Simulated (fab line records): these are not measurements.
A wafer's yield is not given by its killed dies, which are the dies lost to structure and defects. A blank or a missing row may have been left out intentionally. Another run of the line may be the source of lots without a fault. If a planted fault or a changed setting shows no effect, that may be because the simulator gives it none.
Split-lot experiment -- flow berkeley cmos170 -- 23 wafers read across 5 lots, on a route 331 steps long

== ON THE SPLIT ==
At UCB170_M3_METAL_ETCH_18 (etches Al in Cl2/BCl3, stops on SiO2, target depth 1170 nm, time 195 s), the setting time s was moved away from the recipe's 195 s on 7 of the 23 wafers read, by +5.6% to +13.4%. This setting was run at the recipe's value on the other wafers.

Split to reading: the file shows no intervening step.

== THE READING ==
oes product au, in a.u., at UCB170_M3_STRIP_19 (strips in O2). A value of 0.560 a.u. with a standard deviation of 0.012 a.u. is what fault-free wafers of this fab line usually give.

wafer,"tool, chamber at the split","time s as run, s",against the recipe,"oes product au, a.u.",against lot-mates on the recipe
L076.1,"rie metal-01, 0",195,recipe,0.564,-
L076.2,"rie metal-01, 1",195,recipe,0.548,-
L076.3,"rie metal-01, 0",195,recipe,0.572,-
L076.4,"rie metal-01, 1",195,recipe,0.558,-
L076.6,"rie metal-01, 1",195,recipe,0.547,-
L075.4,"rie metal-03, 1",195,recipe,0.549,-
L075.5,"rie metal-03, 1",195,recipe,0.556,-
L075.6,"rie metal-03, 0",195,recipe,0.560,-
L079.1,"rie metal-04, 1",210.5,+7.9%,0.511,-0.050
L079.2,"rie metal-04, 0",195,recipe,0.556,-
L079.3,"rie metal-04, 0",195,recipe,0.568,-
L079.5,"rie metal-04, 1",210.5,+7.9%,0.513,-0.048
L079.6,"rie metal-04, 0",195,recipe,0.559,-
L083.1,"rie metal-03, 0",205.9,+5.6%,0.518,-0.040
L083.2,"rie metal-03, 1",205.9,+5.6%,0.508,-0.050
L083.3,"rie metal-03, 0",205.9,+5.6%,0.526,-0.032
L083.5,"rie metal-03, 0",195,recipe,0.563,-
L083.6,"rie metal-03, 1",195,recipe,0.554,-
L085.1,"rie metal-04, 1",195,recipe,0.582,-
L085.2,"rie metal-04, 0",221.2,+13.4%,0.486,-0.091
L085.3,"rie metal-04, 1",221.2,+13.4%,0.474,-0.103
L085.4,"rie metal-04, 0",195,recipe,0.563,-
L085.6,"rie metal-04, 0",195,recipe,0.585,-

FIT RESULTS
A straight line over all 23 wafers: oes product au changes by -0.00631 a.u. for each +1% of time s; r = -0.94; the points scatter about the line by 0.01 a.u.
The same after taking each lot's own level away (the mean of its wafers on the recipe; 23 wafers): -0.00701 a.u. for each +1%; r = -0.97; scatter 0.0078 a.u.
Per that fit: largest time s move, reading shift of 0.094 a.u.
Across the lots, their own levels run from 0.5550 to 0.5767 a.u., a range of 1.8 times the standard deviation given above.
The two slopes are in agreement: the lot-to-lot level therefore moves the slope only a little.
Check: with one of the wafers moved furthest among these (+13.4%) left out of the fit, the line predicts -0.0957 a.u. for it against its lot-mates. It came out at -0.0907 a.u. against them.
Tool readings at the split's step, against how far the setting was moved: oes product au r = +0.05.

== ADDITIONAL SPLITS CARRIED BY THESE WAFERS ==
These wafers also went through other splits before the reading. Each is held against what the fit with the lots' levels taken away leaves over:
other split on the same wafers,wafers away from the commonest value,r with oes product au (lot level and that fit taken away)
UCB170_V2_COAT_07 resist thk nm,8,-0.37
UCB170_M3_SPUTTER_01 power w,11,-0.01
UCB170_M3_PEB_13 peb temp c,6,-0.07

== THE FILE'S OWN FIT ==
oes product au changes by -0.00699 a.u. for each +1% of time s, r = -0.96.
